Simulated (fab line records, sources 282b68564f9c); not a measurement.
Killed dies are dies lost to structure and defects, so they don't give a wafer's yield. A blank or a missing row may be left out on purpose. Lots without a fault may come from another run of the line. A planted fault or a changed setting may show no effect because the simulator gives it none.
Problem report in the 8D (eight disciplines) form, filled by code | flow rit_cmos | the parts of the form that need people (team, actions taken, sign-off) are left out

1. THE PROBLEM
SPACER_NITRIDE_THK at RIT_SPACER_THK_MEAS_04 reads a mean of 283.2 nm on 3 wafers of 1 lot; wafers without a fault read 249.1 nm with a standard deviation of 2.9. That is +12 standard deviations from the usual mean.
First seen on wafer L938.2, day 5 15:33, on film_metro-01. The record holds 39 wafers of 13 lots with a number at this step. Rule for "out", or "out of limits": more than 4 standard deviations from the usual mean. The other wafers with a number count as sound.

2. WHAT IT IS AND WHAT IT IS NOT
question                    | is                     | is not
which readings at this step | SPACER_NITRIDE_THK     | -
which lots                  | L938                   | L926, L927, L928, L930, L931, L933, L934, L935, L936, L937, L939, L947
which wafers of those lots  | all that have a number | -
read on which gauges        | film_metro-01          | film_metro-02, film_metro-04
when                        | from day 5 15:33       | up to then (30 sound wafers); but 6 sound wafers of L939, L947 came after

3. SUSPECTS, AND WHAT RULES EACH OUT
Counting: a tool at a process step up to the reading stays a suspect if it ran every lot that is out and no sound lot after the first of them.
- the gauge at RIT_SPACER_THK_MEAS_04: ruled out. All the wafers that are out were read on film_metro-01, but those of them that RIT_SPACER_CVD_03 has rows for are out there too, on other tools.
- lpcvd-01 at RIT_SPACER_CVD_03 (deposits Si3N4 from SiH2Cl2/NH3, target thk 250 nm, time 3300 s): kept. It ran the lot that is out, L938 (day 5 13:37), and no sound lot after that; its last sound lot up to then is L937 (day 5 07:07). Its own readings are out on those wafers: nh3_flow_sccm.
Left after counting: lpcvd-01 at RIT_SPACER_CVD_03.

4. THE CAUSE (what the simulator had put in)
Process parameter drift: lpcvd-01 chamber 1, from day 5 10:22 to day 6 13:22, at RIT_SPACER_CVD_03. Setting nh3_flow_sccm, moved by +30, from 150. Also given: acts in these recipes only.
Counting left only this tool.

5. THE CHAIN OF EFFECTS, in route order
Each row: a reading whose mean over the struck wafers that have a number lies more than 3 standard deviations from the usual. Only readings for which the record gives a usual standard deviation are gone through. hours: the time from each lot's start at the first step in this table that gives one to its start at this step, as a median over the lots. sigmas: the change in usual standard deviations.
hours | step                   | reading            | usual      | on struck wafers | change | sigmas
0     | RIT_SPACER_CVD_03      | nh3_flow_sccm      | 150.1 sccm | 179.7            | +29.6  | +78
2     | RIT_SPACER_THK_MEAS_04 | SPACER_NITRIDE_THK | 249.1 nm   | 283.2            | +34.1  | +12
2     | RIT_SPACER_ETCHBACK_05 | oes_product_au     | 0.846 a.u. | 0.930            | +0.084 | +4.9
The process steps in it:
- RIT_SPACER_CVD_03: deposits Si3N4 from SiH2Cl2/NH3, target thk 250 nm, time 3300 s.
- RIT_SPACER_ETCHBACK_05: etches Si3N4 in SF6/CHF3, stops on SiO2, target depth 250 nm, time 240 s.

6. WHAT WOULD HAVE CAUGHT IT SOONER
In this record the first reading out of limits at a measuring or inspecting step was taken at day 5 15:33, 5 hours after the fault began at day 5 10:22.
The tool's own readings at RIT_SPACER_CVD_03 were out on every struck wafer that the step has a row for (nh3_flow_sccm): an alarm limit on them would have fired on the first of those.
All the lots that are out (1) had begun RIT_SPACER_CVD_03 on lpcvd-01 by day 5 15:33. A hold on the tool at that time would have spared none of them.
